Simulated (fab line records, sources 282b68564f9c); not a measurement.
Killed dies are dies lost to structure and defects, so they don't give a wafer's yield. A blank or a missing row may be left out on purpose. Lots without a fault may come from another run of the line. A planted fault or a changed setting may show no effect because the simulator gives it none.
Which tool did it? | flow rit_cmos | 15 lots, 45 wafers sampled, at 1 step of a route of 202

WHAT THE GAUGES READ, wafer by wafer
The record holds no reading of a measuring or inspecting step that can be judged against a usual standard deviation.

WHICH TOOL RAN EACH LOT (tool, then ch and the chambers of the sampled wafers, then the start)
lot  | RIT_CONTACT_DEVELOP_07
L127 | litho_track-03 ch 0, day 4 04:00
L129 | litho_track-01 ch 0, day 4 22:00
L130 | litho_track-04 ch 0, day 5 10:00
L133 | litho_track-01 ch 0, day 6 00:00
L131 | litho_track-04 ch 0, day 6 00:00
L134 | litho_track-01 ch 0, day 6 00:00
L135 | litho_track-04 ch 0, day 6 00:00
L140 | litho_track-01 ch 0, day 6 19:00
L138 | litho_track-04, day 6 20:00
L139 | litho_track-01, day 6 22:00
L141 | litho_track-04, day 7 01:00
L142 | litho_track-04 ch 0, day 7 05:00
L147 | litho_track-03 ch 0, day 7 19:00
L148 | litho_track-03 ch 0, day 8 01:00
L149 | litho_track-04 ch 0, day 8 04:00
- RIT_CONTACT_DEVELOP_07: develop time 120 s.

WHAT THE TOOLS THEMSELVES READ (means of the sampled wafers that have a number; where no wafer has one, the mark that the record gives instead)
RIT_CONTACT_DEVELOP_07.
lot  | tool           | chill_plate_temp_C (C)
L127 | litho_track-03 | 22.99
L129 | litho_track-01 | 23.04
L130 | litho_track-04 | 22.92
L133 | litho_track-01 | 23.10
L131 | litho_track-04 | 23.14
L134 | litho_track-01 | 22.95
L135 | litho_track-04 | 22.91
L140 | litho_track-01 | 23.01
L138 | litho_track-04 | -
L139 | litho_track-01 | -
L141 | litho_track-04 | -
L142 | litho_track-04 | 22.98
L147 | litho_track-03 | 22.87
L148 | litho_track-03 | 22.89
L149 | litho_track-04 | 22.98

THE ANSWER, worked out from the rows above alone
Rule: what is usual is taken from the lots themselves. Put in order of their means at a reading, lots are off if they are a third of the lots or fewer, leave a main group of 4 or more, and stand apart from it by a gap of 3 or more times the standard deviation of the main group's means; of several such gaps the widest counts. A main group whose means are all the same, to the digits that the tables above print for the reading, isn't used. A lot without any number at a reading at which 4 lots or more have one is off too. The other lots that the step has rows for count as sound. The gauges are gone through in route order, then the tools' own readings, and for those a lot's mean is taken as printed above. The first step at which some lot is off is used, and at that step the reading that is off furthest; a lot without a number counts as furthest.
Off: L138, L139, L141, at RIT_CONTACT_DEVELOP_07 (chill_plate_temp_C). Without a number there: L138, L139, L141. The main group: mean 22.98 C, standard deviation 0.079.
A tool fits if, at that step or a process step before it, it ran every lot that is off, and no sound lot after the first of them. None of those tried fits.

WHAT THE SIMULATOR HAD PUT IN
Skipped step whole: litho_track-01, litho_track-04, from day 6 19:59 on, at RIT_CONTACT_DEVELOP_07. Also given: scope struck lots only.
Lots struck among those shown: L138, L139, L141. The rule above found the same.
